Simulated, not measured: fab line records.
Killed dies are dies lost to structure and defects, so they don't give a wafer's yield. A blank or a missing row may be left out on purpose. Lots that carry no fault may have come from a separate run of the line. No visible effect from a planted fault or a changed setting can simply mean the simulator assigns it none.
Comparing a struck lot with a sound one    flow rit cmos    21 steps out of a route of 202
Sound: the wafers L698.1, L698.4, L698.6. Struck: wafers L706.2, L706.5, L706.6. Last of all comes the cause.
For every step that has rows: the tool of each side, followed by ch and its chambers, followed by its first start. Under that, the readings that differ: sound wafers    struck wafers    difference of the means    sigmas: that difference in standard deviations of wafers without a fault.
alike: readings whose means differ by less than 2 such deviations, and words and numbers that are the same on both sides. not compared: withheld readings, readings that some wafer has no value for, bounds like >300 that may hide the same value, and numbers for which the record gives no deviation and whose values overlap.
Wherever a step has rows on one side only, a row that says differs or no value, or a row with sigmas, the two part there. Numbers that have no deviation but don't overlap get no sigmas and don't part them. Lack of a reading on every wafer of one side parts them only where that side has two or more wafers.

first, 3 steps without rows for these wafers: RIT_PWELL_EXPOSE_03 (exposes mask M3, target cd 43700 nm); RIT_PWELL_PEB_04; RIT_PWELL_DEVELOP_05 (develop time 71.04 s).
RIT_PWELL_OVL_MEAS_06:
  sound on overlay-01 at day 2 17:47; struck on overlay-01 at day 4 08:42
  alike: PWELL_OVL
then, 2 steps without rows for these wafers: RIT_PWELL_HARDBAKE_07 (time 120 s); RIT_PWELL_IMPLANT_08.
RIT_PWELL_STRIP_09: strips in O2, time 180 s.
  sound on plasma asher-02 ch 0,1, day 2 18:13; struck on plasma asher-02 ch 0,1, day 4 09:08
  alike: drypump motor current A
  not compared: rf hours counter h
RIT_PWELL_TW_MEAS_10:
  sound on film metro-04 at day 2 18:23; struck on film metro-01 at day 4 09:19
  alike: PWELL_TW
then, 1 step without rows for these wafers: RIT_WELLDRIVE_ANNEAL_00 (time 14700 s).
RIT_WELLDRIVE_RS_MEAS_01: measures by four-point-probe.
  sound on film metro-04 at day 2 23:32; struck on film metro-01 at day 4 15:06
  alike: NWELL_RS
RIT_WELLDRIVE_RS_MEAS_02: measures by four-point-probe.
  sound on film metro-04 at day 2 23:39; struck on film metro-01 at day 4 15:13
  alike: PWELL_RS
then, 1 step without rows for these wafers: RIT_NRETRO_HMDS_00 (prime time 60 s).
RIT_NRETRO_COAT_01: resist thk 1300 nm.
  sound on litho track-03 ch 0, day 3 00:08; struck on litho track-04 ch 0, day 4 15:30
reading                                      sound           struck          difference  sigmas
model.NOVOLAK_of_NRETRO_COAT_01.thk nm (nm)  1305 1304 1298  1425 1423 1420  +120        
then, 4 steps without rows for these wafers: RIT_NRETRO_SOFTBAKE_02 (time 60 s); RIT_NRETRO_EXPOSE_03 (exposes mask M4, target cd 43900 nm); RIT_NRETRO_PEB_04; RIT_NRETRO_DEVELOP_05 (develop time 68 s).
RIT_NRETRO_OVL_MEAS_06:
  sound on overlay-01 at day 3 00:52; struck on overlay-01 at day 4 16:13
  alike: NRETRO_OVL
RIT_NRETRO_HARDBAKE_07: time 120 s.
  sound on litho track-01 ch 0, day 3 00:53; struck on litho track-01 ch 0, day 4 16:17
reading                                      sound           struck          difference  sigmas
model.NOVOLAK_of_NRETRO_COAT_01.thk nm (nm)  1141 1140 1135  1244 1243 1241  +104        
  alike: heater power total W, plate temp C
after that, 1 step had no rows for these wafers: RIT_NRETRO_IMPLANT_08.
RIT_M1_PROBE_99:
  record: rows for the struck wafers here (prober-01, day 5 23:23), none for the sound ones

## WHERE THEY PART
At RIT_M1_PROBE_99 and nowhere else, as far as this record goes.

WHY: what had been put in by the simulator
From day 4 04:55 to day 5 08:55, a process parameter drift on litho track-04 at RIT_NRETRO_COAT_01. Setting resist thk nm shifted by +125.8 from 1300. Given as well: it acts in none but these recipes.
